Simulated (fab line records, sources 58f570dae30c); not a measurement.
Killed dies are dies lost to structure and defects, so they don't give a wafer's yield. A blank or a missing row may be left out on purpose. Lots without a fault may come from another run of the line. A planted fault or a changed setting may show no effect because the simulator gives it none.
Which tool did it? | flow berkeley_cmos170 | 14 lots, 42 wafers sampled, at 6 steps of a route of 331

WHAT THE GAUGES READ, wafer by wafer
UCB170_NLDD_TW_MEAS_11. Usual: NLDD_TW 2210, standard deviation 26.
lot  | measured     | on            | NLDD_TW                       | flag
L773 | day 7 10:25  | film_metro-03 | 2177 2182 2182                |
L775 | day 7 19:44  | film_metro-03 | 2191 2183 2183                |
L776 | day 7 19:30  | film_metro-03 | 2172 2179 2187                |
L774 | day 7 19:13  | film_metro-01 | 2215 2207 2197                |
L777 | day 8 03:29  | film_metro-01 | 2212 2197 2214                |
L778 | day 8 03:20  | film_metro-03 | 2189 2186 2188                |
L779 | day 8 15:22  | film_metro-01 | 2213 2201 2217                |
L780 | day 8 15:15  | film_metro-02 | 2240 2235 2231                |
L784 | day 9 05:16  | film_metro-03 | 2196 2189 2190                |
L783 | day 9 05:19  | film_metro-02 | 2256 2251 2250                |
L785 | day 9 13:36  | film_metro-03 | 2193 2208 2196                |
L791 | day 10 19:51 | film_metro-03 | 2185 2184 2191                |
L790 | day 11 04:47 | film_metro-01 | 2329 2311 2326 2324 2312 2322 | OFF
L795 | day 12 09:46 | film_metro-02 | 2346 2335 2348 2355 2356 2351 | OFF

UCB170_SPACER_THK_MEAS_01. Usual: SPACER_TEOS_THK 376 nm, standard deviation 5.2.
lot  | measured     | on            | SPACER_TEOS_THK (nm) | flag
L773 | day 7 12:32  | film_metro-04 | 367 369 373          |
L775 | day 7 20:01  | film_metro-03 | 372 369 375          |
L776 | day 7 19:47  | film_metro-01 | 381 381 385          |
L774 | day 7 19:31  | film_metro-04 | 372 377 379          |
L777 | day 8 03:52  | film_metro-03 | 380 386 383          |
L778 | day 8 03:40  | film_metro-01 | 373 370 378          |
L779 | day 8 15:39  | film_metro-03 | 372 375 379          |
L780 | day 8 15:34  | film_metro-04 | 391 384 385          |
L784 | day 9 05:33  | film_metro-04 | 369 369 376          |
L783 | day 9 05:38  | film_metro-01 | 373 373 369          |
L785 | day 9 13:52  | film_metro-04 | 379 385 385          |
L791 | day 10 20:08 | film_metro-04 | 372 370 379          |
L790 | day 11 13:02 | film_metro-03 | 378 387 383          |
L795 | day 12 13:00 | film_metro-04 | 369 376 378          |

UCB170_SDANNEAL_RS_MEAS_05: measures by four-point-probe. Usual: NLDD_RS 615.9 ohm/sq, standard deviation 1.4.
lot  | measured     | on            | NLDD_RS (ohm/sq)                    | flag
L773 | day 7 21:27  | film_metro-01 | 617.0 615.4 615.4                   |
L775 | day 8 07:56  | film_metro-03 | 616.4 617.4 615.7                   |
L776 | day 8 07:03  | film_metro-02 | 617.6 617.0 617.1                   |
L774 | day 8 06:52  | film_metro-03 | 617.8 618.7 618.1                   |
L777 | day 8 16:30  | film_metro-01 | 613.6 611.5 614.5                   |
L778 | day 8 16:43  | film_metro-03 | 618.0 616.5 617.5                   |
L779 | day 9 02:38  | film_metro-01 | 615.9 615.5 615.3                   |
L780 | day 9 03:36  | film_metro-01 | 614.8 614.5 615.6                   |
L784 | day 9 19:55  | film_metro-01 | 612.3 614.2 614.4                   |
L783 | day 9 19:02  | film_metro-01 | 614.8 615.0 614.6                   |
L785 | day 10 01:49 | film_metro-03 | 615.7 616.0 617.9                   |
L791 | day 11 06:40 | film_metro-03 | 616.2 616.7 616.7                   |
L790 | day 12 00:14 | film_metro-01 | 576.9 578.1 577.5 577.8 578.8 577.8 | OFF
L795 | day 12 23:06 | film_metro-03 | 576.8 579.4 576.8 577.8 579.0 577.0 | OFF

WHICH TOOL RAN EACH LOT (tool, then ch and the chambers of the sampled wafers, then the start)
lot  | UCB170_PFIELD_STRIP_08              | UCB170_NLDD_IMPLANT_08          | UCB170_BACKSIDE_STRIP_03
L773 | plasma_asher-01 ch 0,1, day 4 21:25 | implanter-03 ch 0, day 7 10:01  | plasma_asher-03 ch 0,1, day 7 20:41
L775 | plasma_asher-01 ch 0,1, day 5 06:19 | implanter-04 ch 0, day 7 19:20  | plasma_asher-04 ch 0,1, day 8 07:10
L776 | plasma_asher-04 ch 0, day 5 06:44   | implanter-02 ch 0, day 7 19:07  | plasma_asher-03 ch 0,1, day 8 06:16
L774 | plasma_asher-01 ch 0,1, day 5 07:02 | implanter-03 ch 0, day 7 18:51  | plasma_asher-04 ch 0,1, day 8 06:06
L777 | plasma_asher-01 ch 0,1, day 5 13:52 | implanter-02 ch 0, day 8 03:07  | plasma_asher-01 ch 0,1, day 8 15:42
L778 | plasma_asher-04 ch 0,1, day 5 14:06 | implanter-04 ch 0, day 8 02:56  | plasma_asher-03 ch 0,1, day 8 15:57
L779 | plasma_asher-03 ch 0,1, day 6 08:31 | implanter-04 ch 0, day 8 14:56  | plasma_asher-04 ch 0,1, day 9 01:53
L780 | plasma_asher-01 ch 0,1, day 6 08:49 | implanter-03 ch 0, day 8 14:54  | plasma_asher-03 ch 0,1, day 9 02:49
L784 | plasma_asher-03 ch 0,1, day 6 22:02 | implanter-02 ch 0, day 9 04:53  | plasma_asher-01 ch 1, day 9 19:08
L783 | plasma_asher-01 ch 0,1, day 6 22:10 | implanter-03 ch 0, day 9 04:55  | plasma_asher-03 ch 0,1, day 9 18:16
L785 | plasma_asher-03 ch 0,1, day 7 10:48 | implanter-03 ch 0, day 9 13:12  | plasma_asher-03 ch 0,1, day 10 01:02
L791 | plasma_asher-04 ch 0,1, day 8 07:26 | implanter-04 ch 0, day 10 19:28 | plasma_asher-04 ch 1, day 11 05:52
L790 | plasma_asher-04 ch 0,1, day 8 18:04 | implanter-02 ch 0, day 11 04:24 | plasma_asher-01 ch 0, day 11 20:43
L795 | plasma_asher-04 ch 0,1, day 9 17:44 | implanter-02 ch 0, day 12 09:24 | plasma_asher-01 ch 0,1, day 12 21:26
- UCB170_PFIELD_STRIP_08: strips in O2.
- UCB170_NLDD_IMPLANT_08
- UCB170_BACKSIDE_STRIP_03: strips in O2.

WHAT THE TOOLS THEMSELVES READ (means of the sampled wafers that have a number; where no wafer has one, the mark that the record gives instead)
UCB170_PFIELD_STRIP_08. Usual: drypump_motor_current_A 6.1 A, standard deviation 0.46; oes_product_au 0.735 a.u., standard deviation 0.0047; strip_time_to_endpoint_s 21.62 s, standard deviation 0.071.
lot  | tool            | drypump_motor_current_A (A) | oes_product_au (a.u.) | strip_time_to_endpoint_s (s) | flag
L773 | plasma_asher-01 | 6.2                         | 0.736                 | 21.57                        |
L775 | plasma_asher-01 | 6.1                         | 0.733                 | 21.68                        |
L776 | plasma_asher-04 | 6.4                         | 0.736                 | 21.60                        |
L774 | plasma_asher-01 | 5.7                         | 0.735                 | 21.63                        |
L777 | plasma_asher-01 | 6.2                         | 0.735                 | 21.55                        |
L778 | plasma_asher-04 | 6.4                         | 0.730                 | 21.69                        |
L779 | plasma_asher-03 | 5.9                         | 0.735                 | 21.55                        |
L780 | plasma_asher-01 | 5.7                         | 0.735                 | 21.69                        |
L784 | plasma_asher-03 | 6.0                         | 0.732                 | 21.55                        |
L783 | plasma_asher-01 | 5.7                         | 0.735                 | 21.72                        |
L785 | plasma_asher-03 | 6.0                         | 0.734                 | 21.73                        |
L791 | plasma_asher-04 | 6.4                         | 0.736                 | 21.52                        |
L790 | plasma_asher-04 | 6.4                         | 0.735                 | 21.67                        |
L795 | plasma_asher-04 | 6.5                         | 0.738                 | 21.58                        |

UCB170_NLDD_IMPLANT_08. Usual: beam_energy_keV 29.999, standard deviation 0.0089.
lot  | tool         | beam_energy_keV | flag
L773 | implanter-03 | 30.007          |
L775 | implanter-04 | 30.003          |
L776 | implanter-02 | 29.993          |
L774 | implanter-03 | 29.993          |
L777 | implanter-02 | 30.006          |
L778 | implanter-04 | 30.006          |
L779 | implanter-04 | 29.991          |
L780 | implanter-03 | 29.989          |
L784 | implanter-02 | 30.005          |
L783 | implanter-03 | 29.989          |
L785 | implanter-03 | 30.001          |
L791 | implanter-04 | 30.004          |
L790 | implanter-02 | 40.504          | OFF
L795 | implanter-02 | 40.488          | OFF

UCB170_BACKSIDE_STRIP_03. Usual: drypump_motor_current_A 6.1 A, standard deviation 0.38; oes_product_au 0.735 a.u., standard deviation 0.0041; strip_time_to_endpoint_s 21.99 s, standard deviation 0.059.
lot  | tool            | drypump_motor_current_A (A) | oes_product_au (a.u.) | strip_time_to_endpoint_s (s) | flag
L773 | plasma_asher-03 | 5.9                         | 0.736                 | 21.92                        |
L775 | plasma_asher-04 | 6.5                         | 0.737                 | 21.88                        |
L776 | plasma_asher-03 | 6.0                         | 0.734                 | 22.05                        |
L774 | plasma_asher-04 | 6.4                         | 0.734                 | 22.02                        |
L777 | plasma_asher-01 | 6.2                         | 0.736                 | 22.02                        |
L778 | plasma_asher-03 | 6.0                         | 0.735                 | 21.94                        |
L779 | plasma_asher-04 | 6.4                         | 0.733                 | 21.99                        |
L780 | plasma_asher-03 | 6.0                         | 0.739                 | 21.94                        |
L784 | plasma_asher-01 | 5.3                         | 0.738                 | 22.01                        |
L783 | plasma_asher-03 | 6.0                         | 0.736                 | 21.92                        |
L785 | plasma_asher-03 | 6.0                         | 0.733                 | 22.01                        |
L791 | plasma_asher-04 | 6.5                         | 0.738                 | 22.03                        |
L790 | plasma_asher-01 | 6.6                         | 0.736                 | 22.02                        |
L795 | plasma_asher-01 | 6.1                         | 0.734                 | 22.02                        |

THE ANSWER, worked out from the rows above alone
Rule: a lot is off if the mean of its wafers that have a number lies more than 3 standard deviations from the usual mean. A lot without any number at a reading at which 4 lots or more have one is off too. The other lots that the step has rows for count as sound. The gauges are gone through in route order, then the tools' own readings, and for those a lot's mean is taken as printed above. The first step at which some lot is off is used, and at that step the reading that is off furthest; a lot without a number counts as furthest.
Off: L790, L795, at UCB170_NLDD_TW_MEAS_11 (NLDD_TW).
A tool fits if, at a process step before that reading, it ran every lot that is off, and no sound lot after the first of them. The gauges at UCB170_NLDD_TW_MEAS_11 aren't tried: what is off there is off at UCB170_NLDD_IMPLANT_08 too, on other tools, and a gauge's error can't cause that. Can't be told from this: 2 tools fit, plasma_asher-04 at UCB170_PFIELD_STRIP_08, implanter-02 at UCB170_NLDD_IMPLANT_08.

WHAT THE SIMULATOR HAD PUT IN
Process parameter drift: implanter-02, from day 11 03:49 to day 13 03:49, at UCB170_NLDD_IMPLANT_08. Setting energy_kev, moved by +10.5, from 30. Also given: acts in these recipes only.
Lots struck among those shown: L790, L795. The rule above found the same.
